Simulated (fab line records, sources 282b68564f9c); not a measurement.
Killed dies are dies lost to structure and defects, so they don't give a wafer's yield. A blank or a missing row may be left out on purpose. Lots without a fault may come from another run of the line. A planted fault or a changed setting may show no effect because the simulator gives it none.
A struck lot beside a sound one | flow rit_cmos | 33 steps out of a route of 202
Sound: wafers L554.2, L554.3, L554.4. Struck: wafers L559.2, L559.3, L559.6. The cause comes at the end.
At each step with rows: each side's tool, then ch and its chambers, then its first start. Under that, the readings that differ: sound wafers | struck wafers | difference of the means | sigmas: that difference in standard deviations of wafers without a fault.
alike: readings whose means differ by less than 2 such deviations, and words and numbers that are the same on both sides. not compared: withheld readings, readings that some wafer has no value for, bounds like >300 that may hide the same value, and numbers for which the record gives no deviation and whose values overlap.
The two part at a step that has a row with sigmas, a row that says differs or no value, or rows on one side only. Numbers that don't overlap but have no deviation are shown without sigmas and don't part them. A reading that every wafer of one side lacks parts them only if that side has two wafers or more.

first, 2 steps without rows for these wafers: RIT_ACTIVE_CLEAN_17 (cleans in SC2, time 600 s); RIT_FOX1_OXIDATION_00 (target thk 350.7 nm, ox time 1130 s).
RIT_FOX1_THK_MEAS_01:
  sound on film_metro-01, day 2 05:32; struck on film_metro-03, day 3 05:16
  alike: FOX1_OXIDE_THK
then, 2 steps without rows for these wafers: RIT_FOX1_WET_ETCH_02 (etches SiO2 in BOE, target depth 350 nm, time 390 s); RIT_FOX2_OXIDATION_00 (target thk 350.7 nm, ox time 1130 s).
RIT_FOX2_THK_MEAS_01:
  sound on film_metro-01, day 2 07:02; struck on film_metro-01, day 3 06:45
  alike: FOX2_OXIDE_THK
then, 2 steps without rows for these wafers: RIT_FOX2_CLEAN_02 (cleans in dHF, time 180 s); RIT_FOX2_WET_ETCH_03 (etches Si3N4 in H3PO4, target depth 195 nm, time 2700 s).
RIT_FOX2_THK_MEAS_90:
  sound on film_metro-04, day 2 07:59; struck on film_metro-04, day 3 07:38
  alike: FIELD_OXIDE_LEFT_1_THK
then, 3 steps without rows for these wafers: RIT_NWELL_HMDS_00 (prime time 60 s); RIT_NWELL_COAT_01 (resist thk 1300 nm); RIT_NWELL_SOFTBAKE_02 (time 60 s).
RIT_NWELL_EXPOSE_03: exposes mask M2, target cd 43900 nm.
  sound on iline_stepper-02 ch 0, day 2 08:30; struck on iline_stepper-01 ch 0, day 3 08:09
  reading | sound          | struck         | difference | sigmas
  mask    | M2#0 M2#0 M2#0 | M3#0 M3#0 M3#0 | differs    |
then, 2 steps without rows for these wafers: RIT_NWELL_PEB_04; RIT_NWELL_DEVELOP_05 (develop time 68 s).
RIT_NWELL_OVL_MEAS_06:
  sound on overlay-02, day 2 08:55; struck on overlay-02, day 3 08:34
  reading        | sound        | struck | difference                    | sigmas
  NWELL_OVL (nm) | -0.4 1.2 0.9 | - - -  | no value on the struck wafers |
then, 2 steps without rows for these wafers: RIT_NWELL_HARDBAKE_07 (time 120 s); RIT_NWELL_IMPLANT_08.
RIT_NWELL_STRIP_09: strips in O2, time 180 s.
  sound on plasma_asher-01 ch 0,1, day 2 09:21; struck on plasma_asher-03 ch 0, day 3 08:59
  alike: drypump_motor_current_A
  not compared: rf_hours_counter_h
RIT_NWELL_TW_MEAS_10:
  sound on film_metro-02, day 2 09:32; struck on film_metro-04, day 3 09:11
  reading  | sound          | struck   | difference | sigmas
  NWELL_TW | 2116 2104 2125 | 30 30 30 | -2085      | -99 or more
then, 6 steps without rows for these wafers: RIT_PWELL_HMDS_00 (prime time 60 s); RIT_PWELL_COAT_01 (resist thk 1300 nm); RIT_PWELL_SOFTBAKE_02 (time 60 s); RIT_PWELL_EXPOSE_03 (exposes mask M3, target cd 43700 nm); RIT_PWELL_PEB_04; RIT_PWELL_DEVELOP_05 (develop time 68 s).
RIT_PWELL_OVL_MEAS_06:
  sound on overlay-02, day 2 10:35; struck on overlay-01, day 3 10:14
  alike: PWELL_OVL
then, 2 steps without rows for these wafers: RIT_PWELL_HARDBAKE_07 (time 120 s); RIT_PWELL_IMPLANT_08.
RIT_PWELL_STRIP_09: strips in O2, time 180 s.
  sound on plasma_asher-04 ch 0,1, day 2 11:01; struck on plasma_asher-04 ch 0,1, day 3 10:40
  alike: drypump_motor_current_A
  not compared: rf_hours_counter_h
RIT_PWELL_TW_MEAS_10:
  sound on film_metro-04, day 2 11:13; struck on film_metro-03, day 3 10:51
  reading  | sound       | struck         | difference | sigmas
  PWELL_TW | 951 946 949 | 2216 2224 2217 | +1270      | +99 or more
then, 1 step without rows for these wafers: RIT_WELLDRIVE_ANNEAL_00 (time 14700 s).
RIT_M1_PROBE_99:
  the record has rows for the struck wafers here (prober-01, day 4 22:41) and none for the sound ones

WHERE THEY PART
First at RIT_NWELL_EXPOSE_03; last, within this record, at RIT_M1_PROBE_99.

WHY: what the simulator had put in
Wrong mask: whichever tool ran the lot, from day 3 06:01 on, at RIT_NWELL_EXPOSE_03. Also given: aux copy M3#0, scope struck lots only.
